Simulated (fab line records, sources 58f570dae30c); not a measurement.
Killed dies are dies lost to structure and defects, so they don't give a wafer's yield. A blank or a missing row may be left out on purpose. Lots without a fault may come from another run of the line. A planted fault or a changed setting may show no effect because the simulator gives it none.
Which tool did it? | flow berkeley_cmos170 | 13 lots, 39 wafers sampled, at 3 steps of a route of 331

WHAT THE GAUGES READ, wafer by wafer
UCB170_M3_RS_MEAS_02: measures by four-point-probe.
lot  | measured     | on            | M3_AL_RS (ohm/sq)
L364 | day 7 11:17  | film_metro-01 | 0.0323 0.0325 0.0323
L365 | day 7 19:02  | film_metro-01 | 0.0319 0.0322 0.0318
L368 | day 8 12:20  | film_metro-04 | 0.0315 0.0316 0.0318
L366 | day 8 13:03  | film_metro-04 | 0.0319 0.0323 0.0318
L369 | day 8 13:18  | film_metro-01 | 0.0320 0.0320 0.0320
L370 | day 9 04:59  | film_metro-04 | 0.0322 0.0320 0.0321
L373 | day 9 12:23  | film_metro-01 | 0.0323 0.0326 0.0322
L374 | day 9 13:19  | film_metro-04 | 0.0323 0.0322 0.0322
L376 | day 10 00:34 | film_metro-02 | 0.0326 0.0323 0.0324
L377 | day 10 07:42 | film_metro-02 | 0.0317 0.0321 0.0316
L381 | day 11 00:41 | film_metro-04 | 0.0322 0.0323 0.0322
L383 | day 11 20:52 | film_metro-01 | 0.0319 0.0323 0.0192
L386 | day 12 08:53 | film_metro-04 | 0.0318 0.0316 0.0316

UCB170_M3_THK_MEAS_03: measures by xrf.
lot  | measured     | on            | M3_AL_THK (nm)
L364 | day 7 11:24  | film_metro-01 | 883 884 884
L365 | day 7 19:08  | film_metro-01 | 899 889 903
L368 | day 8 12:28  | film_metro-04 | 916 911 904
L366 | day 8 13:10  | film_metro-04 | 903 889 910
L369 | day 8 13:25  | film_metro-01 | 897 892 897
L370 | day 9 05:05  | film_metro-04 | 904 903 901
L373 | day 9 12:30  | film_metro-01 | 878 871 878
L374 | day 9 13:25  | film_metro-04 | 895 896 900
L376 | day 10 00:40 | film_metro-02 | 877 879 880
L377 | day 10 07:47 | film_metro-02 | 905 887 900
L381 | day 11 00:47 | film_metro-04 | 896 898 902
L383 | day 11 20:59 | film_metro-01 | 902 890 1475
L386 | day 12 08:59 | film_metro-04 | 916 921 917

WHICH TOOL RAN EACH LOT (tool, then ch and the chambers of the sampled wafers, then the start)
lot  | UCB170_M3_SPUTTER_01
L364 | pvd_sputter-04, day 7 11:11
L365 | pvd_sputter-01, day 7 18:55
L368 | pvd_sputter-03, day 8 12:14
L366 | pvd_sputter-01, day 8 12:56
L369 | pvd_sputter-04, day 8 13:13
L370 | pvd_sputter-03, day 9 04:53
L373 | pvd_sputter-01, day 9 12:17
L374 | pvd_sputter-03, day 9 13:13
L376 | pvd_sputter-01, day 10 00:26
L377 | pvd_sputter-04, day 10 07:34
L381 | pvd_sputter-03, day 11 00:34
L383 | pvd_sputter-04, day 11 20:47
L386 | pvd_sputter-01, day 12 08:46
- UCB170_M3_SPUTTER_01: material Al, target thk 900 nm, time 120 s.

WHAT THE TOOLS THEMSELVES READ (means of the sampled wafers that have a number; where no wafer has one, the mark that the record gives instead)
UCB170_M3_SPUTTER_01.
lot  | tool           | throttle_valve_pct (%)
L364 | pvd_sputter-04 | 30.6
L365 | pvd_sputter-01 | 30.6
L368 | pvd_sputter-03 | 29.7
L366 | pvd_sputter-01 | 29.2
L369 | pvd_sputter-04 | 29.2
L370 | pvd_sputter-03 | 30.2
L373 | pvd_sputter-01 | 29.1
L374 | pvd_sputter-03 | 29.9
L376 | pvd_sputter-01 | 29.7
L377 | pvd_sputter-04 | 31.1
L381 | pvd_sputter-03 | 29.6
L383 | pvd_sputter-04 | 31.1
L386 | pvd_sputter-01 | 29.7

THE ANSWER, worked out from the rows above alone
Rule: what is usual is taken from the lots themselves. Put in order of their means at a reading, lots are off if they are a third of the lots or fewer, leave a main group of 4 or more, and stand apart from it by a gap of 3 or more times the standard deviation of the main group's means; of several such gaps the widest counts. A main group whose means are all the same, to the digits that the tables above print for the reading, isn't used. A lot without any number at a reading at which 4 lots or more have one is off too. The other lots that the step has rows for count as sound. The gauges are gone through in route order, then the tools' own readings, and for those a lot's mean is taken as printed above. The first step at which some lot is off is used, and at that step the reading that is off furthest; a lot without a number counts as furthest.
Off: L383, at UCB170_M3_RS_MEAS_02 (M3_AL_RS). The main group: mean 0.0321 ohm/sq, standard deviation 0.00026.
A tool fits if, at a process step before that reading, it ran every lot that is off, and no sound lot after the first of them. The gauges at UCB170_M3_RS_MEAS_02 are tried like those tools. Can't be told from this: 2 tools fit, pvd_sputter-04 at UCB170_M3_SPUTTER_01, film_metro-01 at UCB170_M3_RS_MEAS_02.

WHAT THE SIMULATOR HAD PUT IN
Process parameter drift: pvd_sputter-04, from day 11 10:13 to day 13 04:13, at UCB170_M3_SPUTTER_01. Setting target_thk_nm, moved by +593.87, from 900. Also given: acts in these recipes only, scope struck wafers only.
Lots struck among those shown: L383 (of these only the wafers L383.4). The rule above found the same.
